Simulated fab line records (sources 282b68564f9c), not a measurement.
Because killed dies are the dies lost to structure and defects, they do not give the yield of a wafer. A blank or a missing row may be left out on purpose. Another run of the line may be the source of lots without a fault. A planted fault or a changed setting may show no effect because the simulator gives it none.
One fault through the eyes of 2 desks    flow rit cmos    only its own numbers are on each desk; what lay behind them is given at the end

DESK OF THE TOOL OWNER: implanter-04
For each lot that ran on this tool, the mean over its sampled wafers that have a number, from the tool's own readings at RIT_PRETRO_IMPLANT_08. If a lot's mean is further than 4 standard deviations from the usual mean, the lot is out of limits and carries the mark OUT (the distance appears in the brackets).
Columns: A = dose ions cm2 at RIT_PRETRO_IMPLANT_08, usual 1.2002e+13; B = faraday current uA at RIT_PRETRO_IMPLANT_08, usual 38.1
lot   first seen here  A                             B
L622  day 2 12:24      1.2008e+13                    38.1
L623  day 2 17:31      1.2009e+13                    37.9
L624  day 2 22:50      1.2004e+13                    38.4
L625  day 3 06:55      1.2002e+13                    37.9
L638  day 5 18:57      1.1992e+13                    37.7
L642  day 6 15:35      1.0560e+13 (-99 or more) OUT  33.5 (-6.1) OUT
L643  day 6 18:41      1.0569e+13 (-99 or more) OUT  33.6 (-6.0) OUT
Finding of this desk: L642, L643 out of limits; the first was L642 at day 6 15:35, on dose ions cm2 at RIT_PRETRO_IMPLANT_08. L622, L623, L624, L625, L638 stayed within limits.

THE METROLOGY DESK
What the gauges read for every lot (on any tool): the sampled wafers with a number, averaged. If a lot's mean is further than 4 standard deviations from the usual mean, the lot is out of limits and carries the mark OUT (the distance appears in the brackets).
Columns: A = ACTIVE_OXIDE_THK at RIT_ACTIVE_THK_MEAS_02, usual 47.0 nm; B = PRETRO_TW at RIT_PRETRO_TW_MEAS_10, usual 479.0; C = NLDD_OVL at RIT_NLDD_OVL_MEAS_06, usual 0.5 nm
lot   first seen here  A     B                 C
L622  day 1 12:10      47.6  478.4             -1.0
L623  day 1 17:16      46.4  478.2             -0.9
L624  day 2 00:59      48.8  479.0             -0.8
L625  day 2 03:04      47.6  481.9             0.4
L627  day 2 16:13      47.2  482.5             1.7
L632  day 3 15:29      46.3  481.5             -0.1
L633  day 3 20:16      48.6  481.3             0.4
L634  day 4 00:50      47.0  480.1             1.2
L636  day 4 12:43      47.7  479.8             -2.8
L638  day 4 20:49      47.2  475.4             1.7
L642  day 5 17:49      46.6  459.4 (-8.9) OUT  3.6
L643  day 5 21:03      45.5  458.6 (-9.3) OUT  0.6
L644  day 6 03:44      47.0  475.3             1.8
L645  day 6 08:14      46.3  478.7             -0.0
Per this desk, out of limits: L642, L643; the first was L642, day 6 15:53 (PRETRO_TW at RIT_PRETRO_TW_MEAS_10). L622, L623, L624, L625, L627, L632, L633, L634, L636, L638, L644, L645 stayed within limits.

TAKEN TOGETHER
At day 6 15:35, on L642, L643, the tool owner's desk was in a position to raise an alarm.
An alarm was possible from the metrology desk at day 6 15:53, on L642, L643.
Of the lots named, all ran RIT_PRETRO_IMPLANT_08 on implanter-04.

WHAT THE SIMULATOR PUT IN
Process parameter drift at RIT_PRETRO_IMPLANT_08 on implanter-04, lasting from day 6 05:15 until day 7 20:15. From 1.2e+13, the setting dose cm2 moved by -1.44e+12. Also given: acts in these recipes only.
Shown lots that were struck: L642, L643.
Fault start to first reading out of limits, in hours, per desk: tool owner, 10; metrology, 11.
